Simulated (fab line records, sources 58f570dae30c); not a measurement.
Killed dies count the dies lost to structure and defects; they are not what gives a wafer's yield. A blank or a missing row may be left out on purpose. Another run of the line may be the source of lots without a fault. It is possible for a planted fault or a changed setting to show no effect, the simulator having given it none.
Matching of chambers	flow berkeley_cmos170	UCB170_V2_CMP_02 on cmp-01 has 4 sister chambers
The step polishes SiO2. 15 wafers are shown with their chamber, then 7 later ones without.

## WAFERS PAIRED WITH THEIR CHAMBERS
wafer	chamber	motor_current_A (A)
L673.3	3	17.5
L673.5	3	18.3
L673.6	2	15.5
L676.1	2	14.8
L676.4	1	15.8
L676.6	0	13.6
L674.1	2	15.3
L674.3	1	15.9
L674.6	0	14.0
L682.1	2	15.3
L682.3	3	18.2
L682.4	1	15.7
L685.1	3	18.4
L688.1	2	15.4
L688.3	0	14.7

SIGNATURES (means of the wafers above)
reading	chamber 0	chamber 1	chamber 2	chamber 3	scatter within a chamber
motor_current_A	14.100	15.800	15.260	18.100	0.361
Rule: a wafer lies at a distance from a chamber equal to the root of the sum of squares, over the readings, of (its reading less the chamber's mean, divided by the reading's scatter). The wafer belongs to the nearest chamber; if the next one is less than 2 further off, it can't be placed. The scatter: take each reading less its chamber's mean, square it, sum over the shown wafers, divide by the number of wafers less the number of chambers, and take the root.

## WAFERS WHOSE CHAMBER IS MISSING
wafer	motor_current_A (A)
L688.6	17.8
L687.1	15.5
L687.3	13.7
L687.6	16.0
L690.1	15.7
L690.4	14.3
L690.5	15.5

## WHICH CHAMBER EACH WENT THROUGH
wafer	from the rows above	in truth
L688.6	3	3
L687.1	can't be placed: 2 or 1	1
L687.3	0	0
L687.6	can't be placed: 1 or 2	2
L690.1	can't be placed: 1 or 2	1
L690.4	0	0
L690.5	can't be placed: 2 or 1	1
Correctly placed: 3 of 7. Cannot be placed on the basis of these rows: 4; the candidates contain the true chamber in 4. Wrongly placed: 0.
